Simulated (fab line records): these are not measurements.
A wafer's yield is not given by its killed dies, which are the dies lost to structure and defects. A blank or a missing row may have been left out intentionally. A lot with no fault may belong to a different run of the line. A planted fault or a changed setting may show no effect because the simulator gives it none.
Matching of chambers | flow berkeley-cmos170 | UCB170_GATE_ETCH_15 on rie-si-01 has 4 sister chambers
The step etches poly-Si in HBr/Cl2, stops on SiO2, time 56.3 s, target depth 278.2 nm. 8 wafers are shown with their chamber, then 7 later ones without.

## EACH WAFER AND ITS CHAMBER
wafer  | chamber | throttle-valve-pct (%) | drypump-motor-current-A (A)
L304.5 | 0       | 26.71                  | 5.5
L310.3 | 3       | 26.92                  | 5.7
L310.6 | 2       | 26.29                  | 5.4
L320.3 | 2       | 26.32                  | 5.5
L320.5 | 0       | 26.71                  | 5.4
L320.6 | 1       | 26.48                  | 6.3
L322.1 | 1       | 26.45                  | 6.3
L322.3 | 3       | 26.92                  | 5.8

## WAFERS WITHOUT THEIR CHAMBER
wafer  | throttle-valve-pct (%) | drypump-motor-current-A (A)
L322.6 | 26.46                  | 6.3
L324.1 | 26.70                  | 5.5
L324.3 | 26.45                  | 6.3
L324.6 | 26.47                  | 6.3
L326.1 | 26.47                  | 6.3
L326.2 | 26.32                  | 5.4
L326.4 | 26.70                  | 5.6

## WHICH CHAMBER EACH ONE RAN IN
wafer  | from the rows above | in truth
L322.6 | 1                   | 1
L324.1 | 0                   | 0
L324.3 | 1                   | 1
L324.6 | 1                   | 1
L326.1 | 1                   | 1
L326.2 | 2                   | 2
L326.4 | 0                   | 0
Correctly placed: 7 of 7. Can't be placed from these rows: 0. 0 placed wrongly.
How it was worked out, from the rows above alone: a wafer's distance from a chamber is the root of the sum, over the readings, of the square of ((its reading less the chamber's mean) divided by the reading's scatter). If the next closest chamber is less than 2 further off than the closest, the wafer can't be placed; otherwise it belongs to the closest. A chamber's mean is the mean of its shown wafers. The scatter: the root of (the sum of the squares of (reading less its chamber's mean) over the shown wafers, divided by (wafers less chambers)).
